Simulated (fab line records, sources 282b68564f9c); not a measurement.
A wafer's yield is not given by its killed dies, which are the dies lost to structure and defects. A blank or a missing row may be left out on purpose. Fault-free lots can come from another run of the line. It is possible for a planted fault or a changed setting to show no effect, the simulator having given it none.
Struck lot and sound lot, side by side	flow rit-cmos	18 steps out of a route of 202
Sound: wafers L834.1, L834.2, L834.3. Wafers struck: L842.1, L842.3, L842.5. Last of all comes the cause.
Per side, at each step with rows, come the tool, then ch with its chambers, and then its first start. Under that, the readings that differ: sound wafers	struck wafers	difference of the means	sigmas: that difference in standard deviations of wafers without a fault.
alike: readings with means less than 2 such deviations apart, plus words and numbers identical on both sides. not compared: withheld readings, readings lacking a value on some wafer, bounds such as >300 that could conceal the same value, and numbers that have no deviation in the record and whose values overlap.
Wherever a step has rows on one side only, a row that says differs or no value, or a row with sigmas, the two part there. Numbers that have no deviation but don't overlap get no sigmas and don't part them. A reading that every wafer of one side lacks parts them only if that side has two wafers or more.

first, 4 steps without rows for these wafers: RIT_NWELL_SOFTBAKE_02 (time 60 s); RIT_NWELL_EXPOSE_03 (exposes mask M2, target cd 43900 nm); RIT_NWELL_PEB_04; RIT_NWELL_DEVELOP_05 (develop time 68 s).
RIT_NWELL_OVL_MEAS_06:
  sound on overlay-01, day 1 21:56; struck on overlay-02, day 3 12:19
  alike: NWELL_OVL
then, 2 steps without rows for these wafers: RIT_NWELL_HARDBAKE_07 (time 120 s); RIT_NWELL_IMPLANT_08.
RIT_NWELL_STRIP_09: strips in O2, time 180 s.
  sound on plasma-asher-03 ch 0,1, day 1 22:22; struck on plasma-asher-02 ch 0,1, day 3 12:46
  alike: drypump-motor-current-A
  not compared: rf-hours-counter-h
RIT_NWELL_TW_MEAS_10:
  sound on film-metro-03, day 1 22:33; struck on film-metro-03, day 3 12:56
  alike: NWELL_TW
then, 3 steps without rows for these wafers: RIT_PWELL_HMDS_00 (prime time 60 s); RIT_PWELL_COAT_01 (resist thk 1300 nm); RIT_PWELL_SOFTBAKE_02 (time 60 s).
RIT_PWELL_EXPOSE_03: exposes mask M3, target cd 43700 nm.
  sound on iline-stepper-01 ch 0, day 1 23:11; struck on iline-stepper-01 ch 0, day 3 13:34
reading	sound	struck	difference	sigmas
model.PWELL.overlay-x-nm (nm)	-0.3854 -0.3854 -0.3854	239.7 239.7 239.7	+240.1	
  alike: mask
then, 2 steps without rows for these wafers: RIT_PWELL_PEB_04; RIT_PWELL_DEVELOP_05 (develop time 68 s).
RIT_PWELL_OVL_MEAS_06:
  sound on overlay-01, day 1 23:37; struck on overlay-02, day 3 14:03
reading	sound	struck	difference	sigmas
PWELL_OVL (nm)	0.4 -0.8 -0.3	242.2 244.4 243.5	+243.6	+99 or more
then, 1 step without rows for these wafers: RIT_PWELL_HARDBAKE_07 (time 120 s).
RIT_M1_PROBE_99:
  sound on prober-01, day 3 15:31; struck on prober-02, day 5 02:42
reading	sound	struck	difference	sigmas
model.etest.well-edge-left.line-ohm-um	181.8 183.2 181.6	201.1 203.9 206	+21.5	
model.etest.well-edge-right.line-ohm-um	182.7 182.2 183.3	170.6 167.3 168.3	-14.0	
model.etest.iso-nwell-nwell.bv-v (V)	22.25 22.27 22.27	20.77 20.95 20.69	-1.46	
  alike: killed-at-contacts, killed-at-front-end, killed-dies, killed-open, killed-short

== WHERE THEY PART ==
At RIT_PWELL_OVL_MEAS_06 and nowhere else, as far as this record goes. Later steps at which nothing parts them and some readings are alike: RIT_M1_PROBE_99.

WHY: the cause the simulator had injected
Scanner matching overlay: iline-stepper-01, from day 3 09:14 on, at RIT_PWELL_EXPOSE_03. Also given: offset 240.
